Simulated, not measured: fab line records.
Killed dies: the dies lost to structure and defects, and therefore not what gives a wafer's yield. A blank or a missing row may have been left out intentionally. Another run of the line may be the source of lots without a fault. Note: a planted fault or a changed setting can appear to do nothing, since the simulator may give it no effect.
Problem report, 8D (eight disciplines) form, completed by code | flow berkeley-cmos170 | the parts of the form that need people (team, actions taken, sign-off) are left out

1. WHAT IS WRONG
Wafers without a fault read 699.9 nm, standard deviation 1.8; cd-nm at UCB170_CONTACT_CD_MEAS_15 reads a mean of 733.2 nm on 6 wafers belonging to 2 lots. That puts it +18 standard deviations away from the usual mean.
The step: target cd 700 nm.
Earliest sighting: wafer L991.1 on cd-sem-02 at day 10 17:08. At this step, 42 wafers from 14 lots have a number in the record. The rule behind "out" and "out of limits": a value lying over 4 standard deviations away from the usual mean. The rest of the wafers with a number are treated as sound.

2. WHAT THIS IS AND IS NOT
question                    | is                     | is not
which readings at this step | cd-nm                  | -
which lots                  | L991, L994             | L974, L975, L978, L979, L980, L981, L983, L987, L988, L993, L995, L996
which wafers of those lots  | all that have a number | -
read on which gauges        | cd-sem-02              | cd-sem-01
when                        | from day 10 17:08      | up to then (27 sound wafers); but 9 sound wafers of L993, L995, L996 came after

3. WHAT RULES OUT EACH SUSPECT
Counting: a tool stays on the suspect list if, at a process step up to the reading, it processed all lots that are out and no sound lot following the first of them.
- the gauge at UCB170_CONTACT_CD_MEAS_15: ruled out. All the wafers that are out were read on cd-sem-02, but those of them that UCB170_CONTACT_STRIP_19 has rows for are out there too, on other tools.
- litho-track-04 at UCB170_CONTACT_COAT_10 (resist thk 900 nm): kept. All lots that are out passed through it, beginning with L991 at day 10 16:00, and no sound lot followed; its final sound lot before that point was L983 at day 9 03:00.
After counting, what remains is litho-track-04 at UCB170_CONTACT_COAT_10.

4. THE CAUSE (what the simulator had put in)
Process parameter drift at UCB170_CONTACT_COAT_10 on litho-track-04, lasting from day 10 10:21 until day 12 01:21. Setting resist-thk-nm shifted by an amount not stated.
The count eliminated every tool but this one.

5. SEQUENCE OF EFFECTS, ordered by route
Each row: a reading whose mean over the struck wafers that have a number lies more than 3 standard deviations from the usual. Scope: only readings with a usual standard deviation given in the record; hours: median across lots of the time from each lot's start at the first step in this table that gives one to its start at this step; sigmas: change in usual standard deviations.
hours | step                      | reading        | usual      | on struck wafers | change | sigmas
0     | UCB170_CONTACT_CD_MEAS_15 | cd-nm          | 699.9 nm   | 733.2            | +33.3  | +18
0     | UCB170_CONTACT_STRIP_19   | oes-product-au | 0.725 a.u. | 0.482            | -0.243 | -54
Process steps it contains:
- UCB170_CONTACT_STRIP_19: strips in O2.
At these later measuring or inspecting steps, every struck wafer for which the step has a row has a number for every such reading, and none has moved that far: UCB170_V1_THK_MEAS_04, UCB170_M2_CD_MEAS_90.

6. HOW IT WOULD HAVE BEEN CAUGHT EARLIER
In this record the first reading out of limits at a measuring or inspecting step was taken at day 10 17:08, 7 hours after the fault began at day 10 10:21.
Tool readings at UCB170_CONTACT_COAT_10 with a usual standard deviation given in the record: none out on any struck wafer, hence no alarm at a limit of 4 standard deviations on them.
Of the lots that are out (2), L994 began UCB170_CONTACT_COAT_10 on litho-track-04 after day 10 17:08. A tool hold placed at that time would have kept it from harm.
